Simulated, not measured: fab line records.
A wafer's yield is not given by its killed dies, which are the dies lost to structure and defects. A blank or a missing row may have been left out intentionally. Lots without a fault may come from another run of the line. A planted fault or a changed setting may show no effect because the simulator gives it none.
2 desks looking at one fault :: flow berkeley cmos170 :: every desk sees just its own numbers, and what lay behind them comes last

TOOL OWNER'S DESK, implanter-03
The tool's own readings at UCB170_NVT_IMPLANT_07, given as means over the sampled wafers that have a number, one for each lot that went through this tool. Marked OUT: a lot whose mean sits more than 4 standard deviations from the usual mean, which makes it out of limits; the brackets give that distance.
Columns: A = beam energy keV at UCB170_NVT_IMPLANT_07, usual 50.002; B = end station pressure torr at UCB170_NVT_IMPLANT_07, usual 5.04e-06 Torr; C = faraday current uA at UCB170_NVT_IMPLANT_07, usual 9.51; D = tilt deg at UCB170_NVT_IMPLANT_07, usual 7.006 degrees
lot: L335
first seen here: day 7 01:20
A: 50.003
B: 5.38e-06
C: 9.62
D: 7.009

lot: L336
first seen here: day 7 01:42
A: 49.995
B: 5.07e-06
C: 9.42
D: 7.019

lot: L338
first seen here: day 8 13:44
A: 57.025 (+99 or more) OUT
B: 4.98e-06
C: 9.48
D: 7.029

lot: L340
first seen here: day 8 14:18
A: 57.028 (+99 or more) OUT
B: 4.54e-06
C: 9.60
D: 7.001

lot: L356
first seen here: day 11 20:47
A: 49.996
B: 4.96e-06
C: 9.29
D: 6.994
This desk's verdict: out of limits on L338, L340, starting with L338 at day 8 13:44 (beam energy keV at UCB170_NVT_IMPLANT_07). L335, L336, L356 stayed within limits.

METROLOGY DESK
What the gauges read for every lot (on any tool): the sampled wafers with a number, averaged. Marked OUT: a lot whose mean sits more than 4 standard deviations from the usual mean, which makes it out of limits; the brackets give that distance.
Columns: A = NVT_TW at UCB170_NVT_TW_MEAS_09, usual 523.1
lot: L335
first seen here: day 7 01:34
A: 522.5

lot: L334
first seen here: day 7 01:41
A: 523.6

lot: L336
first seen here: day 7 01:56
A: 519.3

lot: L338
first seen here: day 8 13:59
A: 539.3 (+6.2) OUT

lot: L341
first seen here: day 8 14:22
A: 521.4

lot: L340
first seen here: day 8 14:32
A: 541.2 (+7.0) OUT

lot: L348
first seen here: day 10 00:01
A: 522.1

lot: L350
first seen here: day 10 07:56
A: 522.0

lot: L349
first seen here: day 10 08:11
A: 526.9

lot: L353
first seen here: day 10 22:59
A: 522.7

lot: L355
first seen here: day 10 23:13
A: 524.0

lot: L357
first seen here: day 11 20:45
A: 523.1

lot: L356
first seen here: day 11 21:02
A: 522.1
This desk finds L338, L340 out of limits, with the earliest case on L338 at day 8 13:59 (NVT_TW at UCB170_NVT_TW_MEAS_09). L335, L334, L336, L341, L348, L350, L349, L353, L355, L357, L356 stayed within limits.

BROUGHT TOGETHER
The tool owner's desk could have raised an alarm at day 8 13:44, on L338, L340.
At day 8 13:59 the metrology desk could have sounded an alarm, on L338, L340.
Of the lots named, all ran UCB170_NVT_IMPLANT_07 on implanter-03.

WHAT THE SIMULATOR HAD INSERTED
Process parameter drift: implanter-03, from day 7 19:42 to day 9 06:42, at UCB170_NVT_IMPLANT_07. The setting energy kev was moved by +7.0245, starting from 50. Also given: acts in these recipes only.
Struck lots among those shown: L338, L340.
Delay (hours) between the fault's onset and each desk's first out-of-limits reading: 18 at the tool owner's desk, 18 at the metrology desk.
